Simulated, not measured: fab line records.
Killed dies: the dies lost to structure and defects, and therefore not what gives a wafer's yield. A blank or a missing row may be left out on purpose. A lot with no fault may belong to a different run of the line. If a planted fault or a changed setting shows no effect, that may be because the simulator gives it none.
fab line records -- flow berkeley-cmos170
[record] lots = 13, wafers = 39, last-day = 13
route steps=331 shown SPACER@171
lots with no fault: from the same line, run without faults
start-h: hours from the record's first day to the start of the lot's first wafer shown -- wait-h: time in hours since the lot's previous step -- " as in the row above -- L1.1+2: one row covering several wafers at once -- - value missing, or start not given -- * or withheld: withheld -- < > ~ a bound
route shown NAME@n: NAME is a module with steps in the file, n the number in the route of the first one -- usual: the fault-free wafers' mean and standard deviation -- same: alike in all rows -- chamber/n: place in a boat -- sites: each site's reading -- _std_site: the values' standard deviation -- _edge_site: the outer-site mean with the inner-site mean subtracted -- radius-mm: how far each site lies from the wafer's centre -- mask NAME#n: copy n -- behind: the most recent tool/chamber to have shaped the wafer -- hold: the reason the lot was held/the length of the hold in hours/how it ended -- device: whichever transistor did not switch (one of n, p or np) -- end of line: the same wafers' tests at the end of the route -- for a step that has no rows: nothing shown but its recipe -- killed: count of dies lost to structure and defects at first sort (not the wafer's yield) -- map: per-die view of a wafer (x killed, . not killed, _ where there is no die)
set.NAME: the run value of the setting; set.NAME@STEP: its run value at that earlier step -- model.NAME: the simulator's own value behind a step, which no gauge read
route steps across a sampled set of lots; one table per step, one row per wafer
services: when a tool's chamber went out of use (start-h, in hours from the record's first day, below 0 if earlier), for how many hours, and the reason
[[steps]]
[step UCB170_SPACER_CVD_00]
[recipe] material = SiO2, target-thk-nm = 376, temp-c = 390, precursor = TEOS/O2, time-s = 47, rf-w = 550, pressure-mtorr = 9000
[usual] heater-power-w = 282/70, susceptor-temp-C = 390.01/0.23
lot.wafer,tool,chamber,start-h,wait-h,heater-power-w,susceptor-temp-C
L887.2,pecvd-03,1,146.33,0.0,447,390.19
L887.5,pecvd-03,0,146.33,0.0,269,389.91
L887.6,pecvd-03,2,146.33,0.0,262,390.41
L890.1,pecvd-02,0,162.15,0.0,274,390.30
L890.2,pecvd-02,2,162.15,0.0,169,389.94
L890.3,pecvd-02,1,162.15,0.0,289,389.44
L891.2,pecvd-03,2,162.44,0.0,226,390.15
L891.3,pecvd-03,0,162.44,0.0,203,390.43
L891.4,pecvd-03,2,162.44,0.0,250,389.88
L889.1,pecvd-04,2,162.99,0.0,322,389.97
L889.2,pecvd-04,1,162.99,0.0,185,389.88
L889.4,pecvd-04,1,162.99,0.0,201,389.49
L886.3,pecvd-03,1,163.58,0.0,401,389.75
L886.5,pecvd-03,0,163.58,0.0,234,389.86
L886.6,pecvd-03,1,163.58,0.0,409,390.02
L888.1,pecvd-02,0,163.58,0.0,269,390.11
L888.4,pecvd-02,0,163.58,0.0,287,389.65
L888.5,pecvd-02,2,163.58,0.0,211,389.75
L895.1,pecvd-03,1,190.56,0.0,405,389.93
L895.4,pecvd-03,1,190.56,0.0,433,390.11
L895.5,pecvd-03,2,190.56,0.0,295,390.07
L894.1,pecvd-04,2,190.92,0.0,328,390.33
L894.2,pecvd-04,1,190.92,0.0,171,390.10
L894.4,pecvd-04,0,190.92,0.0,260,389.66
L900.3,pecvd-04,2,223.64,0.0,330,390.09
L900.4,pecvd-04,0,223.64,0.0,218,389.75
L900.5,pecvd-04,2,223.64,0.0,347,390.07
L903.1,pecvd-03,2,246.28,0.0,274,390.27
L903.2,pecvd-03,0,246.28,0.0,241,389.97
L903.3,pecvd-03,1,246.28,0.0,361,390.07
L907.1,pecvd-03,2,253.42,0.0,293,390.10
L907.4,pecvd-03,2,253.42,0.0,307,389.65
L907.6,pecvd-03,1,253.42,0.0,414,390.03
L909.1,pecvd-03,0,268.29,0.0,204,389.93
L909.3,pecvd-03,2,268.29,0.0,276,389.73
L909.4,pecvd-03,2,268.29,0.0,289,389.64
L908.4,pecvd-02,0,269.42,0.0,261,390.12
L908.5,pecvd-02,2,269.42,0.0,228,389.81
L908.6,pecvd-02,1,269.42,0.0,329,389.94
[step UCB170_SPACER_THK_MEAS_01]
[recipe] reads = SiO2_of_SPACER_CVD_00
[usual] SPACER_TEOS_THK = 378/5.5
lot.wafer,tool,chamber,start-h,wait-h,SPACER_TEOS_THK[nm]
L887.2,film-metro-04,-,146.39,0.0,381
L887.5,film-metro-04,-,146.39,0.0,380
L887.6,film-metro-04,-,146.39,0.0,380
L890.1,film-metro-04,-,162.19,0.0,385
L890.2,film-metro-04,-,162.19,0.0,381
L890.3,film-metro-04,-,162.19,0.0,379
L891.2,film-metro-02,-,162.50,0.0,375
L891.3,film-metro-02,-,162.50,0.0,374
L891.4,film-metro-02,-,162.50,0.0,380
L889.1,film-metro-04,-,163.04,0.0,375
L889.2,film-metro-04,-,163.04,0.0,379
L889.4,film-metro-04,-,163.04,0.0,385
L888.1,film-metro-04,-,163.62,0.0,377
L888.4,film-metro-04,-,163.62,0.0,383
L888.5,film-metro-04,-,163.62,0.0,377
L886.3,film-metro-02,-,163.64,0.0,369
L886.5,film-metro-02,-,163.64,0.0,377
L886.6,film-metro-02,-,163.64,0.0,378
L895.1,film-metro-02,-,190.60,0.0,371
L895.4,film-metro-02,-,190.60,0.0,379
L895.5,film-metro-02,-,190.60,0.0,375
L894.1,film-metro-04,-,190.96,0.0,370
L894.2,film-metro-04,-,190.96,0.0,381
L894.4,film-metro-04,-,190.96,0.0,385
L900.3,film-metro-04,-,223.70,0.0,387
L900.4,film-metro-04,-,223.70,0.0,397
L900.5,film-metro-04,-,223.70,0.0,394
L903.1,film-metro-02,-,246.32,0.0,373
L903.2,film-metro-02,-,246.32,0.0,368
L903.3,film-metro-02,-,246.32,0.0,373
L907.1,film-metro-04,-,253.47,0.0,378
L907.4,film-metro-04,-,253.47,0.0,377
L907.6,film-metro-04,-,253.47,0.0,381
L909.1,film-metro-01,-,268.34,0.0,372
L909.3,film-metro-01,-,268.34,0.0,370
L909.4,film-metro-01,-,268.34,0.0,380
L908.4,film-metro-01,-,269.48,0.0,378
L908.5,film-metro-01,-,269.48,0.0,377
L908.6,film-metro-01,-,269.48,0.0,375
[[services]]
tool,chamber,start-h,hours,kind
pecvd-04,1,163.73,6.0,repair
pecvd-02,-,242.50,14.0,pm
pecvd-02,0,242.50,14.0,vent-cycle
pecvd-02,1,242.50,14.0,vent-cycle
pecvd-02,2,242.50,14.0,vent-cycle
pecvd-02,0,256.50,-,clean
pecvd-02,1,256.50,-,clean
pecvd-02,2,256.50,-,clean
[[key]]
[first-sign] step = UCB170_SPACER_THK_MEAS_01, reading = SPACER_TEOS_THK, direction = up, sigmas = 2.7, usual = 378, struck = 392
effect none on later readings
met-at UCB170_SPACER_CVD_00
struck-lots L900
tester-left-out L900
onset-between 190.92 223.64
[fault] kind = process-parameter-drift, tool = pecvd-04, chamber = -, onset-h = 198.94, steps = UCB170_SPACER_CVD_00, channel = target-thk-nm, offset = 14.702, shape = step, end-h = 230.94, acts-in = these-recipes-only, stated = 376
// tester-left-out: of these lots the tester's yield and bins aren't shown, on N5 and GAA mostly nor the transistor test; their killed dies are dies lost to structure and defects alone, not to doping, threshold or leakage, so they don't give the yield
